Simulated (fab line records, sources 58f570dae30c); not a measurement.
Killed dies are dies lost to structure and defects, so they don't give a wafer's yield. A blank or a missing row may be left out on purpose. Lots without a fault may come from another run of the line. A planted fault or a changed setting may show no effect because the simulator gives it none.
Split-lot experiment | flow berkeley_cmos170 | 5 lots, 21 wafers read, on a route of 331 steps

THE SPLIT
At UCB170_M1_METAL_ETCH_12 (etches Al in Cl2/BCl3, stops on PSG, target depth 780 nm, time 130 s), the setting icp_w was moved away from the recipe's 600 W on 8 of the 21 wafers read, by -11.0% to +10.4%. The other wafers ran this setting at the recipe's value.

The reading is taken at the split's own step.

THE READING
KrF_of_M1_COAT_04.thk_nm (the simulator's own value, which no gauge read), in nm, at UCB170_M1_METAL_ETCH_12 (etches Al in Cl2/BCl3, stops on PSG, target depth 780 nm, time 130 s). The file gives no usual value for it. The 13 wafers here that ran the recipe average 429.9 nm, standard deviation 8.2 nm.

wafer  | tool, chamber at the split | icp_w as run, W | against the recipe | KrF_of_M1_COAT_04.thk_nm, nm | against lot-mates on the recipe
L075.1 | rie_metal-01, 1            | 600             | recipe             | 427.8                        | -
L075.2 | rie_metal-01, 0            | 662.2           | +10.4%             | 395.1                        | -32.4
L075.3 | rie_metal-01, 1            | 600             | recipe             | 427.1                        | -
L075.4 | rie_metal-01, 0            | 662.2           | +10.4%             | 394.9                        | -32.6
L075.5 | rie_metal-01, 1            | 662.2           | +10.4%             | 382.1                        | -45.4
L077.1 | rie_metal-01, 1            | 600             | recipe             | 422.3                        | -
L077.2 | rie_metal-01, 0            | 561.2           | -6.5%              | 463.6                        | +34.5
L077.4 | rie_metal-01, 0            | 561.2           | -6.5%              | 458.5                        | +29.4
L077.5 | rie_metal-01, 1            | 561.2           | -6.5%              | 450.3                        | +21.2
L077.6 | rie_metal-01, 0            | 600             | recipe             | 436                          | -
L085.2 | rie_metal-03, 1            | 533.7           | -11.0%             | 485.6                        | +61.3
L085.3 | rie_metal-03, 0            | 600             | recipe             | 415.9                        | -
L085.4 | rie_metal-03, 1            | 600             | recipe             | 442.4                        | -
L085.5 | rie_metal-03, 1            | 533.7           | -11.0%             | 486.5                        | +62.2
L085.6 | rie_metal-03, 0            | 600             | recipe             | 414.7                        | -
L084.2 | rie_metal-01, 0            | 600             | recipe             | 436.8                        | -
L084.3 | rie_metal-01, 1            | 600             | recipe             | 427.6                        | -
L084.6 | rie_metal-01, 1            | 600             | recipe             | 429.4                        | -
L083.2 | rie_metal-04, 1            | 600             | recipe             | 436.1                        | -
L083.3 | rie_metal-04, 1            | 600             | recipe             | 436.2                        | -
L083.6 | rie_metal-04, 1            | 600             | recipe             | 436.8                        | -

THE FIT
A straight line over all 21 wafers: KrF_of_M1_COAT_04.thk_nm changes by -4.3 nm for each +1% of icp_w; r = -0.95; the points scatter about the line by 8.1 nm.
The same after taking each lot's own level away (the mean of its wafers on the recipe; 21 wafers): -4.38 nm for each +1%; r = -0.95; scatter 8.2 nm.
On that fit, the largest move of icp_w shifts the reading by 48 nm.
The lots' own levels span 424.33 to 436.37 nm, that is 1.5 times the standard deviation above.
So the lot-to-lot level changes the slope little: the two slopes agree.
Check: with one of the wafers moved furthest among these (-11.0%) left out of the fit, the line predicts +48.1 nm for it against its lot-mates. It came out at +61.3 nm against them.

OTHER SPLITS ON THESE WAFERS
These wafers also went through other splits before the reading. Each is held against what the fit with the lots' levels taken away leaves over:
other split on the same wafers       | wafers away from the commonest value | r with KrF_of_M1_COAT_04.thk_nm (lot level and that fit taken away)
UCB170_PSD_PEB_04 peb_temp_c         | 8                                    | +0.12
UCB170_BACKSIDE_STRIP_03 power_w     | 6                                    | -0.06
UCB170_SILICIDE_SPUTTER_01 time_s    | 6                                    | -0.16
UCB170_CONTACT_COAT_10 resist_thk_nm | 6                                    | -0.08

THE FILE'S OWN FIT
KrF_of_M1_COAT_04.thk_nm changes by -4.59 nm for each +1% of icp_w, r = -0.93.
